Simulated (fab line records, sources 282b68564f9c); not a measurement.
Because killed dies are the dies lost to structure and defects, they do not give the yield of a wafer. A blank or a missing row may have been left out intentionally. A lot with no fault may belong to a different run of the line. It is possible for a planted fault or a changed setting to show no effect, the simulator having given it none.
fab line records + flow ritCmos
[record]
- lots = 6
- wafers = 18
- lastDay = 7
route steps=202 shown NSD@135 PSD@142 M1@202
lots with no fault: from the same line, run without faults
startH: start of the lot's first displayed wafer, in hours after the record's first day + waitH: hours since the lot's step before + " repeats the value in the row above + L1.1+2: a single row standing in for several wafers + - no value, or no start was given + * or withheld: withheld + < > ~ a bound
route shown NAME@n: a module of which the file shows steps, and the number in the route of the first + usual: mean/standard deviation taken from wafers without a fault + same: alike in all rows + chamber/n: place in a boat + sites: readings site by site + _std_site: the values' standard deviation + _edge_site: inner sites' mean taken away from outer sites' mean + radiusMm: how far each site lies from the wafer's centre + mask NAME#n: copy n + behind: the tool/chamber that last shaped the wafer + hold: the reason the lot was held/the length of the hold in hours/how it ended + device: the transistor (n, p or np) that didn't switch + end of line: tests of these same wafers at the route's end + for a step that has no rows: nothing shown but its recipe + killed: not the wafer's yield, but the dies lost to structure and defects at the first sort + map: shows each die of a wafer: x if killed, . if not, _ if none is there
set.NAME: the setting that was run; set.NAME@STEP: the one run at that earlier step + model.NAME: the simulator's own value behind a step, which no gauge read
lots at some steps of the route; a table a step, a row a wafer
services: a tool's chamber out of use, with start hour (startH, from the record's first day; less than 0 if before it), hours out, and reason
[[steps]]
[step RIT_NSD_PEB_04]
[recipe]
- resist = NOVOLAK
- tempC = withheld
- timeS = withheld
[step RIT_NSD_DEVELOP_05]
[recipe]
- resist = NOVOLAK
- developTimeS = 50
- devTempC = 23
[step RIT_NSD_OVL_MEAS_06]
[usual]
- NSD_OVL = -0.4/1.3
| lot.wafer | tool       | chamber | startH | waitH | NSD_OVL[nm] |
|-----------|------------|---------|--------|-------|-------------|
| L739.2    | overlay-01 | -       | 71.84  | -     | -3.0        |
| L739.3    | "          | -       | "      | "     | -2.1        |
| L739.6    | "          | -       | "      | "     | 0.4         |
| L751.1    | overlay-01 | -       | 139.38 | -     | 0.4         |
| L751.2    | "          | -       | "      | "     | -1.6        |
| L751.5    | "          | -       | "      | "     | 0.5         |
| L753.2    | overlay-01 | -       | 141.74 | -     | 1.5         |
| L753.5    | "          | -       | "      | "     | -0.4        |
| L753.6    | "          | -       | "      | "     | 2.2         |
| L755.4    | overlay-01 | -       | 150.92 | -     | -1.0        |
| L755.5    | "          | -       | "      | "     | -1.7        |
| L755.6    | "          | -       | "      | "     | -0.2        |
| L756.2    | overlay-02 | -       | 153.88 | -     | -0.9        |
| L756.4    | "          | -       | "      | "     | 0.0         |
| L756.5    | "          | -       | "      | "     | -0.7        |
| L758.1    | overlay-01 | -       | 164.25 | -     | 1.4         |
| L758.2    | "          | -       | "      | "     | 0.5         |
| L758.3    | "          | -       | "      | "     | 0.0         |
[step RIT_NSD_HARDBAKE_07]
[recipe]
- resist = NOVOLAK
- tempC = 140
- timeS = 60
[step RIT_NSD_IMPLANT_08]
[recipe]
- species = P
- energyKev = 25
- doseCm2 = 1.016e+15
- tiltDeg = 7
[step RIT_NSD_STRIP_09]
[recipe]
- chemistry = O2
- timeS = 180
- resist = NOVOLAK
- platenTempC = withheld
- powerW = 500
- pressureMtorr = 4000
- o2FlowSccm = 4000
[usual]
- chamberPressureMTorr = 4000/3.7
- drypumpMotorCurrentA = 5.79/0.3
| lot.wafer | tool           | chamber | startH | waitH | chamberPressureMTorr | drypumpMotorCurrentA | rfHoursCounterH |
|-----------|----------------|---------|--------|-------|----------------------|----------------------|-----------------|
| L739.2    | plasmaAsher-01 | 1       | 72.17  | 0.1   | 3997                 | 5.77                 | 44              |
| L739.3    | "              | 1       | "      | "     | 3996                 | 5.81                 | -               |
| L739.6    | "              | 0       | "      | "     | 3994                 | 5.62                 | -               |
| L751.1    | plasmaAsher-04 | 0       | 139.72 | 0.1   | 4004                 | 6.11                 | 2               |
| L751.2    | "              | 1       | "      | "     | 4000                 | 5.31                 | 2               |
| L751.5    | "              | 0       | "      | "     | 3999                 | 6.14                 | -               |
| L753.2    | plasmaAsher-03 | 0       | 142.07 | 0.1   | 4001                 | 6.15                 | 48              |
| L753.5    | "              | 0       | "      | "     | 4007                 | 6.18                 | -               |
| L753.6    | "              | 1       | "      | "     | 4000                 | 6.09                 | -               |
| L755.4    | plasmaAsher-04 | 1       | 151.30 | 0.1   | 4003                 | 5.30                 | -               |
| L755.5    | "              | 1       | "      | "     | 3998                 | 5.31                 | -               |
| L755.6    | "              | 0       | "      | "     | 3998                 | 6.12                 | -               |
| L756.2    | plasmaAsher-01 | 1       | 154.21 | 0.1   | 4003                 | 5.78                 | 54              |
| L756.4    | "              | 0       | "      | "     | 4001                 | 5.68                 | -               |
| L756.5    | "              | 1       | "      | "     | 4000                 | 5.83                 | -               |
| L758.1    | plasmaAsher-01 | 1       | 164.58 | 0.1   | 3996                 | 5.74                 | 55              |
| L758.2    | "              | 0       | "      | "     | 3999                 | 5.66                 | 55              |
| L758.3    | "              | 0       | "      | "     | 4002                 | 5.66                 | -               |
[step RIT_NSD_TW_MEAS_10]
[usual]
- NSD_TW = 3172/36
| lot.wafer | tool         | chamber | startH | waitH | NSD_TW |
|-----------|--------------|---------|--------|-------|--------|
| L739.2    | filmMetro-01 | -       | 72.35  | 0.1   | 3186   |
| L739.3    | "            | -       | "      | "     | 3196   |
| L739.6    | "            | -       | "      | "     | 3206   |
| L751.1    | filmMetro-01 | -       | 139.89 | 0.1   | 3215   |
| L751.2    | "            | -       | "      | "     | 3210   |
| L751.5    | "            | -       | "      | "     | 3190   |
| L753.2    | filmMetro-04 | -       | 142.25 | 0.1   | 3133   |
| L753.5    | "            | -       | "      | "     | 3132   |
| L753.6    | "            | -       | "      | "     | 3130   |
| L755.4    | filmMetro-01 | -       | 151.44 | 0.1   | 3201   |
| L755.5    | "            | -       | "      | "     | 3204   |
| L755.6    | "            | -       | "      | "     | 3205   |
| L756.2    | filmMetro-04 | -       | 154.39 | 0.1   | 3145   |
| L756.4    | "            | -       | "      | "     | 3141   |
| L756.5    | "            | -       | "      | "     | 3135   |
| L758.1    | filmMetro-04 | -       | 164.76 | 0.1   | 3132   |
| L758.2    | "            | -       | "      | "     | 3158   |
| L758.3    | "            | -       | "      | "     | 3140   |
[step RIT_PSD_HMDS_00]
[recipe]
- primeTimeS = 60
- primeTempC = 140
[step RIT_PSD_COAT_01]
[recipe]
- resist = NOVOLAK
- spinRpm = 3250
- resistThkNm = 1000
[step RIT_PSD_SOFTBAKE_02]
[recipe]
- resist = NOVOLAK
- tempC = 90
- timeS = 60
[step RIT_PSD_EXPOSE_03]
[recipe]
- maskId = M10
- na = 0.57
- targetCdNm = 40900
- doseMj = 250
[step RIT_PSD_PEB_04]
[recipe]
- resist = NOVOLAK
- tempC = withheld
- timeS = withheld
[step RIT_PSD_DEVELOP_05]
[recipe]
- resist = NOVOLAK
- developTimeS = 50
- devTempC = 23
[usual]
- chillPlateTempC = 22.99/0.095
- developerTempC = 22.99/0.1
| lot.wafer | tool          | chamber | startH | waitH | chillPlateTempC | developerTempC |
|-----------|---------------|---------|--------|-------|-----------------|----------------|
| L739.2    | lithoTrack-04 | 0       | 73     | -     | 23.09           | 23.07          |
| L739.3    | "             | 0       | "      | "     | 22.88           | 23.02          |
| L739.6    | "             | 0       | "      | "     | 23.07           | 23.01          |
| L751.1    | lithoTrack-02 | 0       | 140    | -     | 23.04           | 23.07          |
| L751.2    | "             | 0       | "      | "     | 22.98           | 23.05          |
| L751.5    | "             | 0       | "      | "     | 23.02           | 23.02          |
| L753.2    | lithoTrack-02 | 0       | 143    | -     | 23.06           | 22.06          |
| L753.5    | "             | 0       | "      | "     | 22.97           | 22.18          |
| L753.6    | "             | 0       | "      | "     | 22.94           | 22.13          |
| L755.4    | lithoTrack-02 | 0       | 152    | -     | 23.27           | 22.20          |
| L755.5    | "             | 0       | "      | "     | 23.21           | 22.18          |
| L755.6    | "             | 0       | "      | "     | 23.12           | 22.14          |
| L756.2    | lithoTrack-03 | 0       | 155    | -     | 23.02           | 22.86          |
| L756.4    | "             | 0       | "      | "     | 23.08           | 22.95          |
| L756.5    | "             | 0       | "      | "     | 23.01           | 23.05          |
| L758.1    | lithoTrack-03 | 0       | 165    | -     | 23.03           | 23.07          |
| L758.2    | "             | 0       | "      | "     | 23.06           | 23.10          |
| L758.3    | "             | 0       | "      | "     | 23.01           | 22.92          |
[step RIT_PSD_OVL_MEAS_06]
[usual]
- PSD_OVL = -1.5/1.3
| lot.wafer | tool       | chamber | startH | waitH | PSD_OVL[nm] |
|-----------|------------|---------|--------|-------|-------------|
| L739.2    | overlay-02 | -       | 73.38  | -     | -3.0        |
| L739.3    | "          | -       | "      | "     | -2.1        |
| L739.6    | "          | -       | "      | "     | -3.8        |
| L751.1    | overlay-01 | -       | 141.00 | -     | -0.4        |
| L751.2    | "          | -       | "      | "     | -1.4        |
| L751.5    | "          | -       | "      | "     | -0.5        |
| L753.2    | overlay-01 | -       | 143.16 | -     | 0.5         |
| L753.5    | "          | -       | "      | "     | -1.3        |
| L753.6    | "          | -       | "      | "     | 0.0         |
| L755.4    | overlay-01 | -       | 152.46 | -     | -4.6        |
| L755.5    | "          | -       | "      | "     | -1.7        |
| L755.6    | "          | -       | "      | "     | -1.6        |
| L756.2    | overlay-02 | -       | 155.63 | -     | -3.0        |
| L756.4    | "          | -       | "      | "     | -3.4        |
| L756.5    | "          | -       | "      | "     | -2.2        |
| L758.1    | overlay-01 | -       | 165.79 | -     | -4.0        |
| L758.2    | "          | -       | "      | "     | -2.5        |
| L758.3    | "          | -       | "      | "     | -2.8        |
[step RIT_M1_PROBE_99]
[usual]
- killed_at_M0_to_M3 = 0.0/0.25
- killedAtContacts = 0.0/0.18
- killedAtFrontEnd = 7/3.4
- killedDies = 7/3.4
- killedOpen = 3.7/2.2
- killedShort = 3.6/2.2
[same]
- grossDies = 264
- killed_at_M4_up = 0
- killedAtBackSide = 0
- killedAtOther = 0
| lot.wafer | tool      | chamber | startH | waitH | killed_at_M0_to_M3 | killedAtContacts | killedAtFrontEnd | killedDies | killedOpen | killedShort |
|-----------|-----------|---------|--------|-------|--------------------|------------------|------------------|------------|------------|-------------|
| L739.2    | prober-02 | -       | 81.78  | 0.1   | 0                  | 0                | 11               | 11         | 4          | 7           |
| L739.3    | prober-02 | -       | 81.83  | 0.2   | 0                  | 0                | 12               | 12         | 4          | 8           |
| L739.6    | prober-02 | -       | 81.98  | 0.2   | 0                  | 0                | 4                | 4          | 0          | 4           |
| L751.1    | prober-01 | -       | 149.68 | 0.1   | 0                  | 0                | 5                | 5          | 3          | 2           |
| L751.2    | prober-01 | -       | 149.73 | 0.1   | 0                  | 0                | 4                | 4          | 2          | 2           |
| L751.5    | prober-01 | -       | 149.88 | 0.2   | 0                  | 0                | 7                | 7          | 3          | 4           |
| L753.2    | prober-02 | -       | 151.43 | 0.1   | 2                  | 0                | 8                | 10         | 6          | 2           |
| L753.5    | prober-02 | -       | 151.58 | 0.2   | 0                  | 0                | 8                | 8          | 4          | 4           |
| L753.6    | prober-02 | -       | 151.63 | 0.2   | 0                  | 0                | 5                | 5          | 1          | 3           |
| L755.4    | prober-02 | -       | 161.07 | 0.2   | 0                  | 0                | 6                | 6          | 0          | 6           |
| L755.5    | prober-02 | -       | 161.12 | 0.2   | 0                  | 0                | 7                | 7          | 2          | 5           |
| L755.6    | prober-02 | -       | 161.17 | 0.2   | 0                  | 0                | 5                | 5          | 3          | 2           |
| L756.2    | prober-01 | -       | 164.11 | 0.1   | 0                  | 0                | 9                | 9          | 5          | 4           |
| L756.4    | prober-01 | -       | 164.21 | 0.2   | 0                  | 1                | 13               | 14         | 6          | 8           |
| L756.5    | prober-01 | -       | 164.26 | 0.2   | 0                  | 0                | 6                | 6          | 2          | 4           |
| L758.1    | prober-01 | -       | 174.02 | 0.1   | 0                  | 0                | 12               | 12         | 3          | 9           |
| L758.2    | prober-01 | -       | 174.07 | 0.1   | 0                  | 0                | 14               | 14         | 8          | 6           |
| L758.3    | prober-01 | -       | 174.12 | 0.2   | 0                  | 0                | 7                | 7          | 6          | 1           |
// killed by level:class
L739.2 SPACER:geometricParticle:short=3 GATE:geometricParticle:short=2 REOX:geometricParticle:open=2 GATE:geometricParticle:open=1 REOX:geometricParticle:short=1 SILICIDE:geometricParticle:short=1 SILICIDE:geometricParticle:open=1
L739.3 GATE:geometricParticle:short=5 REOX:geometricParticle:open=3 SPACER:geometricParticle:short=2 FOX1:geometricParticle:short=1 SPACER:geometricParticle:open=1
L739.6 SPACER:geometricParticle:short=2 SILICIDE:geometricParticle:short=2
L751.1 GATE:geometricParticle:open=2 ACTIVE:geometricParticle:open=1 ACTIVE:geometricParticle:short=1 SILICIDE:geometricParticle:short=1
L751.2 FOX2:geometricParticle:short=1 GATE:geometricParticle:short=1 REOX:geometricParticle:open=1 SILICIDE:geometricParticle:open=1
L751.5 GATE:geometricParticle:open=2 FOX1:geometricParticle:short=1 FOX1:geometricParticle:open=1 GATE:geometricParticle:short=1 REOX:geometricParticle:short=1 SPACER:geometricParticle:short=1
L753.2 REOX:geometricParticle:open=2 SILICIDE:geometricParticle:open=2 M1:coatMicrobubblePrinted=2 GATE:geometricParticle:short=1 GATE:geometricParticle:open=1 SPACER:geometricParticle:open=1 SILICIDE:geometricParticle:short=1
L753.5 GATE:geometricParticle:open=3 GATE:geometricParticle:short=2 FOX1:geometricParticle:short=1 SPACER:geometricParticle:open=1 SILICIDE:geometricParticle:short=1
L753.6 GATE:geometricParticle:short=3 FOX1:geometricParticle:open=1 NWELL:coatMicrobubblePrinted=1
L755.4 REOX:geometricParticle:short=2 FOX1:geometricParticle:short=1 FOX2:geometricParticle:short=1 GATE:geometricParticle:short=1 SPACER:geometricParticle:short=1
L755.5 FOX1:geometricParticle:short=2 FOX1:geometricParticle:open=1 FOX2:geometricParticle:short=1 GATE:geometricParticle:short=1 REOX:geometricParticle:open=1 SILICIDE:geometricParticle:short=1
L755.6 SPACER:geometricParticle:open=2 FOX2:geometricParticle:short=1 REOX:geometricParticle:open=1 SPACER:geometricParticle:short=1
L756.2 GATE:geometricParticle:open=3 GATE:geometricParticle:short=2 FOX1:geometricParticle:short=1 FOX2:geometricParticle:open=1 SPACER:geometricParticle:open=1 SPACER:geometricParticle:short=1
L756.4 SPACER:geometricParticle:short=4 FOX2:geometricParticle:short=2 SPACER:geometricParticle:open=2 SILICIDE:geometricParticle:open=2 GATE:geometricParticle:short=1 GATE:geometricParticle:open=1 SILICIDE:geometricParticle:short=1 CONTACT:geometricParticle:open=1
L756.5 FOX1:geometricParticle:open=1 FOX2:geometricParticle:short=1 GATE:geometricParticle:short=1 GATE:geometricParticle:open=1 SPACER:geometricParticle:short=1 SILICIDE:geometricParticle:short=1
L758.1 GATE:geometricParticle:short=4 GATE:geometricParticle:open=2 SPACER:geometricParticle:short=2 FOX2:geometricParticle:short=1 REOX:geometricParticle:short=1 SPACER:geometricParticle:open=1 SILICIDE:geometricParticle:short=1
L758.2 GATE:geometricParticle:open=4 GATE:geometricParticle:short=4 SPACER:geometricParticle:open=2 FOX1:geometricParticle:short=1 FOX2:geometricParticle:open=1 SPACER:geometricParticle:short=1 SILICIDE:geometricParticle:open=1
L758.3 GATE:geometricParticle:open=4 REOX:geometricParticle:open=2 GATE:geometricParticle:short=1
[[services]]
| tool           | chamber | startH | hours | kind      |
|----------------|---------|--------|-------|-----------|
| plasmaAsher-04 | -       | 108.84 | 9.0   | pm        |
| plasmaAsher-04 | 0       | 108.84 | 9.0   | ventCycle |
| plasmaAsher-04 | 1       | 108.84 | 9.0   | ventCycle |
| plasmaAsher-04 | 0       | 117.84 | -     | clean     |
| plasmaAsher-04 | 1       | 117.84 | -     | clean     |
[[key]]
[firstSign]
- step = RIT_PSD_DEVELOP_05
- reading = developerTempC
- direction = down
- sigmas = 8.4
- usual = *
- struck = *
effect none on later readings
metAt RIT_PSD_DEVELOP_05
struckWafers L753.2,L753.5,L753.6,L755.4,L755.5,L755.6
testerLeftOut L753,L755
onsetBetween 140 143
[fault]
- kind = processParameterDrift
- tool = lithoTrack-02
- chamber = -
- onsetH = 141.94
- steps = RIT_PSD_DEVELOP_05
- channel = devTempC
- offset = *
- shape = step
- endH = 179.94
- actsIn = *
- stated = *
// testerLeftOut: of these lots the tester's yield and bins aren't shown, on N5 and GAA mostly nor the transistor test; their killed dies are dies lost to structure and defects alone, not to doping, threshold or leakage, so they don't give the yield
